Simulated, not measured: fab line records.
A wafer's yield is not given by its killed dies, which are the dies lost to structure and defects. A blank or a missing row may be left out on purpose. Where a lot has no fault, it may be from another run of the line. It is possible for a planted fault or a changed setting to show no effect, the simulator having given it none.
Problem report in the 8D (eight disciplines) form, filled by code | flow berkeley-cmos170 | the parts of the form that need people (team, actions taken, sign-off) are left out

== 1. THE PROBLEM ==
heater-power-total-W at UCB170_PWELL_SOFTBAKE_09 reads a mean of 60.49 W on 6 wafers of 2 lots; wafers without a fault read 56.80 W with a standard deviation of 0.045. Measured from the usual mean, that is +82 standard deviations.
The step: time 60 s.
Earliest sighting: wafer L584.1 on litho-track-03 at day 5 20:01. The record holds 42 wafers of 14 lots with a number at this step. Rule for "out" (also "out of limits"): further than 4 standard deviations from the usual mean. The other wafers with a number count as sound.

== 2. WHAT IT IS, AND WHAT IT ISN'T ==
question                    | is                                 | is not
which readings at this step | heater-power-total-W, run-length-s | chill-plate-temp-C
which lots                  | L584, L591                         | L574, L575, L576, L577, L578, L580, L581, L582, L585, L587, L592, L594
which wafers of those lots  | all that have a number             | -
read on which tools         | litho-track-03                     | litho-track-02, litho-track-04
when                        | from day 5 20:01                   | up to then (30 sound wafers); but 6 sound wafers of L592, L594 came after

== 3. SUSPECTS, AND WHAT RULES EACH OUT ==
Counting: a tool stays on the suspect list if, at a process step up to the reading, it processed all lots that are out and no sound lot following the first of them.
- litho-track-03 at UCB170_PWELL_SOFTBAKE_09 (time 60 s): kept. It processed each lot that is out, first L584 at day 5 20:01, and no sound lot thereafter; up to then, the last sound lot it processed was L587 at day 5 19:35. On those wafers its own readings are out: heater-power-total-W, run-length-s.
Remaining after the count: litho-track-03 at UCB170_PWELL_SOFTBAKE_09.

== 4. THE CAUSE (what the simulator had put in) ==
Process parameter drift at UCB170_PWELL_SOFTBAKE_09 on litho-track-03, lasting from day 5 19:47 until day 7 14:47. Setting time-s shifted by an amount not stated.
Only this tool survived the counting.

== 5. THE CHAIN OF EFFECTS, in route order ==
One row per reading whose mean, taken over the struck wafers that have a number, lies over 3 standard deviations from the usual. Readings are gone through only where the record gives a usual standard deviation; hours: the median, over the lots, of the time from a lot's start at the first step in this table giving one to that lot's start at this step; sigmas: the change measured in usual standard deviations.
hours | step                     | reading              | usual   | on struck wafers | change | sigmas
0     | UCB170_PWELL_SOFTBAKE_09 | heater-power-total-W | 56.80 W | 60.49            | +3.69  | +82
0     | UCB170_PWELL_SOFTBAKE_09 | run-length-s         | 89.00 s | 76.64            | -12.36 | -73
It contains these process steps:
- UCB170_PWELL_SOFTBAKE_09: time 60 s.
Later measuring or inspecting steps at which every struck wafer that the step has a row for has a number for every such reading, and none has moved that far: UCB170_NSD_CD_MEAS_06, UCB170_NSD_OVL_MEAS_07.

== 6. HOW IT WOULD HAVE BEEN CAUGHT EARLIER ==
In this record no reading fell out of limits until day 5 20:01, 0 hours after the fault had begun at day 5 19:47.
